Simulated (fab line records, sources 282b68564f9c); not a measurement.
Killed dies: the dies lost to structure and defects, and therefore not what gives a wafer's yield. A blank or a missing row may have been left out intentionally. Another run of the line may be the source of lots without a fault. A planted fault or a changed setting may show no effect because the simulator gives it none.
Struck lot and sound lot, side by side -- flow rit cmos -- 22 out of 202 route steps
Sound: the wafers L718.1, L718.2, L718.3. Wafers struck: L714.3, L714.4, L714.5. The cause is named last.
Order at every step that has rows: each side's tool, ch and its chambers, its first start. Under that, the readings that differ: sound wafers -- struck wafers -- difference of the means -- sigmas: that difference in standard deviations of wafers without a fault.
alike: a reading whose means differ by less than 2 such deviations, as well as words and numbers matching on both sides. not compared: withheld readings; readings where some wafer has no value; bounds like >300 that might hide an equal value; numbers whose values overlap and for which the record gives no deviation.
Wherever a step has rows on one side only, a row that says differs or no value, or a row with sigmas, the two part there. When numbers do not overlap yet have no deviation, they are printed without sigmas and do not part them. A reading that every wafer of one side lacks parts them only if that side has two wafers or more.

first, 2 steps without rows for these wafers: RIT_NSD_HARDBAKE_07 (time 60 s); RIT_NSD_IMPLANT_08.
RIT_NSD_STRIP_09: strips in O2, time 180 s.
  sound on plasma asher-04 ch 0,1, day 6 13:08; struck on plasma asher-02 ch 0,1, day 5 16:14
  alike: drypump motor current A
  not compared: rf hours counter h
RIT_NSD_TW_MEAS_10:
  struck on film metro-02, day 5 16:22; sound on film metro-04, day 6 13:19
  alike: NSD_TW
then, 6 steps without rows for these wafers: RIT_PSD_HMDS_00 (prime time 60 s); RIT_PSD_COAT_01 (resist thk 1000 nm); RIT_PSD_SOFTBAKE_02 (time 60 s); RIT_PSD_EXPOSE_03 (exposes mask M10, target cd 40900 nm); RIT_PSD_PEB_04; RIT_PSD_DEVELOP_05 (develop time 50 s).
RIT_PSD_OVL_MEAS_06:
  struck on overlay-02, day 5 17:16; sound on overlay-01, day 6 14:21
reading,sound,struck,difference,sigmas
PSD_OVL (nm),-2.3 -1.6 -2.0,1.7 1.6 1.9,+3.7,+3
then, 1 step without rows for these wafers: RIT_PSD_HARDBAKE_07 (time 60 s).
RIT_PSD_IMPLANT_08:
  sound on implanter-01 ch 0, day 6 14:32; struck on implanter-02 ch 0, day 5 17:29
reading,sound,struck,difference,sigmas
beam energy keV,26.992 27.017 27.002,25.114 25.107 25.123,-1.889,-99 or more
model.implant.rp nm (nm),21.88 21.88 21.88,21.74 21.74 21.74,-0.14,
model.implant.drp nm (nm),12.05 12.05 12.05,11.45 11.45 11.45,-0.60,
  alike: dose ions cm2, end station pressure torr
RIT_PSD_STRIP_09: strips in O2, time 180 s.
  sound on plasma asher-02 ch 0,1, day 6 14:41; struck on plasma asher-02 ch 0,1, day 5 17:39
  alike: drypump motor current A
  not compared: rf hours counter h
RIT_PSD_TW_MEAS_10:
  struck on film metro-01, day 5 17:47; sound on film metro-04, day 6 14:52
  alike: PSD_TW
then, 3 steps without rows for these wafers: RIT_SDANNEAL_CLEAN_00 (cleans in SC1, time 600 s); RIT_SDANNEAL_CLEAN_01 (cleans in dHF, time 31.35 s); RIT_SDANNEAL_CLEAN_02 (cleans in SC2, time 600 s).
RIT_SDANNEAL_RTA_03: time 5 s.
  sound on rtp anneal-02 ch 0, day 6 15:17; struck on rtp anneal-02 ch 0, day 5 18:13
  alike: wafer_temp_C_max
RIT_SDANNEAL_RS_MEAS_04: the measuring method here is four-point-probe.
  struck on film metro-02, day 5 18:17; sound on film metro-04, day 6 15:21
reading,sound,struck,difference,sigmas
PSD_RS (ohm/sq),115.96 115.93 116.36,120.35 120.44 120.09,+4.21,+15
RIT_SDANNEAL_RS_MEAS_05: the measuring method here is four-point-probe.
  struck on film metro-02, day 5 18:25; sound on film metro-04, day 6 15:28
  alike: NSD_RS
RIT_M1_PROBE_99:
  struck on prober-01, day 6 01:52; sound on prober-01, day 6 22:53
reading,sound,struck,difference,sigmas
killed at contacts,0 0 0,3 1 0,+1,+4
model.etest.vpnp.gain,1.045 1.028 1.044,1.056 1.055 1.076,+0.023,
  alike: killed at front end, killed dies, killed open, killed short
  not compared: model.etest.contact pplus.end ohm um

WHERE THEY PART
Earliest at RIT_PSD_OVL_MEAS_06; latest, in this record, at RIT_M1_PROBE_99.

WHY: what had been put in by the simulator
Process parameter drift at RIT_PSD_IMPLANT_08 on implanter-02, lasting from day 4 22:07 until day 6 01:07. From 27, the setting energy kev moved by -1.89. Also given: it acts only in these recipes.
